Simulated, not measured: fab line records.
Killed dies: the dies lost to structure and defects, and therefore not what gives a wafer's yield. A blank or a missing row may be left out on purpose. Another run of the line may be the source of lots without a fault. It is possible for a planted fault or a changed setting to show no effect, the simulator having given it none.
One fault through the eyes of 2 desks -- flow berkeley-cmos170 -- each desk has only its own numbers; what lay behind them comes last

## FOR THE TOOL OWNER'S DESK: litho-track-02
UCB170_PWELL_PEB_11, tool's own readings: per-lot mean of the sampled wafers with a number, covering each lot this tool ran. A lot is out of limits, marked OUT, if its mean lies more than 4 standard deviations from the usual mean; the brackets give that distance.
Columns: A = heater-power-total-W at UCB170_PWELL_PEB_11, usual 56.80 W; B = plate-temp-C at UCB170_PWELL_PEB_11, usual 130.00 C
lot,first seen here,A,B
L128,day 4 04:02,56.83,129.83
L132,day 5 01:28,56.82,130.17
L137,day 6 05:35,64.79 (+99 or more) OUT,144.08 (+99 or more) OUT
L138,day 6 10:06,64.74 (+99 or more) OUT,143.83 (+99) OUT
Finding of this desk: L137, L138 out of limits; the first was L137 at day 6 05:35, on heater-power-total-W at UCB170_PWELL_PEB_11. L128, L132: within limits.

## METROLOGY DESK
Lot by lot, what the gauges showed, no matter which tool ran the lot: averages of those sampled wafers that carry a number. A lot is out of limits, marked OUT, if its mean lies more than 4 standard deviations from the usual mean; the brackets give that distance.
Columns: A = PWELL_OXIDE_THK at UCB170_PWELL_THK_MEAS_03, usual 26.8 nm; B = PWELL_NITRIDE_THK at UCB170_PWELL_THK_MEAS_06, usual 221.5 nm; C = PWELL_OVL at UCB170_PWELL_OVL_MEAS_13, usual -2 nm
lot,first seen here,A,B,C
L128,day 3 20:14,27.3,220.5,-3
L132,day 4 18:00,26.8,223.0,-1
L137,day 5 20:42,27.0,221.1,-12
L138,day 6 04:34,26.8,220.9,-4
L140,day 6 17:55,26.7,222.7,-9
L145,day 7 14:19,26.7,219.9,-0
This desk found nothing out of limits on any of the 6 lots.

## PUT TOGETHER
On L137, L138, at day 6 05:35, an alarm was possible from the tool owner's desk.
Nothing out of limits was seen by the metrology desk.
The metrology desk holds a record of L137, L138, inside its limits.
The lots listed all ran UCB170_PWELL_PEB_11 on litho-track-02.

## WHAT THE SIMULATOR HAD INSERTED
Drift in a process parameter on litho-track-02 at UCB170_PWELL_PEB_11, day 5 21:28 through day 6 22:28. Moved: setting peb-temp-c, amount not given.
Shown lots that were struck: L137, L138.
Delay in hours, fault start to first out-of-limits reading, by desk: the tool owner's desk at 8.
